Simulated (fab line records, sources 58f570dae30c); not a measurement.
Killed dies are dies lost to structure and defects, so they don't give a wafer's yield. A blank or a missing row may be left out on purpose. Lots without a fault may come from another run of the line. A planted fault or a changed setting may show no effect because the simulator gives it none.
Which tool did it? | flow berkeley_cmos170 | 7 lots, 21 wafers sampled, at 3 steps of a route of 331

WHAT THE GAUGES READ, wafer by wafer
UCB170_V2_CD_MEAS_12: target cd 700 nm.
lot  | measured     | on        | cd_nm (nm)
L207 | day 9 11:13  | cd_sem-02 | 699.6 699.4 699.3
L211 | day 9 12:14  | cd_sem-02 | 699.5 698.6 700.2
L212 | day 10 07:05 | cd_sem-01 | 701.0 700.4 698.6
L215 | day 10 07:23 | cd_sem-02 | 696.3 696.8 698.4
L218 | day 11 10:34 | cd_sem-02 | 698.2 699.1 700.5
L225 | day 12 15:25 | cd_sem-01 | 685.0 686.0 684.2
L229 | day 13 08:03 | cd_sem-01 | 702.6 701.7 701.6

WHICH TOOL RAN EACH LOT (tool, then ch and the chambers of the sampled wafers, then the start)
lot  | UCB170_M1_STRIP_13                   | UCB170_V2_PEB_10
L207 | plasma_asher-02 ch 0,1, day 8 20:31  | litho_track-04 ch 0, day 9 10:56
L211 | plasma_asher-01 ch 0,1, day 8 21:40  | litho_track-02 ch 0, day 9 11:57
L212 | plasma_asher-02 ch 0,1, day 9 20:07  | litho_track-01 ch 0, day 10 06:49
L215 | plasma_asher-01 ch 0,1, day 9 21:11  | litho_track-01 ch 0, day 10 07:06
L218 | plasma_asher-02 ch 0,1, day 10 22:23 | litho_track-02 ch 0, day 11 10:17
L225 | plasma_asher-02 ch 0,1, day 12 04:40 | litho_track-04 ch 0, day 12 15:08
L229 | plasma_asher-03 ch 0,1, day 12 21:43 | litho_track-01 ch 0, day 13 07:44
- UCB170_M1_STRIP_13: strips in O2.
- UCB170_V2_PEB_10

THE ANSWER, worked out from the rows above alone
Rule: what is usual is taken from the lots themselves. Put in order of their means at a reading, lots are off if they are a third of the lots or fewer, leave a main group of 4 or more, and stand apart from it by a gap of 3 or more times the standard deviation of the main group's means; of several such gaps the widest counts. A main group whose means are all the same, to the digits that the tables above print for the reading, isn't used. A lot without any number at a reading at which 4 lots or more have one is off too. The other lots that the step has rows for count as sound.
Off: L225, at UCB170_V2_CD_MEAS_12 (cd_nm). The main group: mean 699.5 nm, standard deviation 1.4.
A tool fits if, at a process step before that reading, it ran every lot that is off, and no sound lot after the first of them. The gauges at UCB170_V2_CD_MEAS_12 are tried like those tools. Can't be told from this: 2 tools fit, plasma_asher-02 at UCB170_M1_STRIP_13, litho_track-04 at UCB170_V2_PEB_10.

WHAT THE SIMULATOR HAD PUT IN
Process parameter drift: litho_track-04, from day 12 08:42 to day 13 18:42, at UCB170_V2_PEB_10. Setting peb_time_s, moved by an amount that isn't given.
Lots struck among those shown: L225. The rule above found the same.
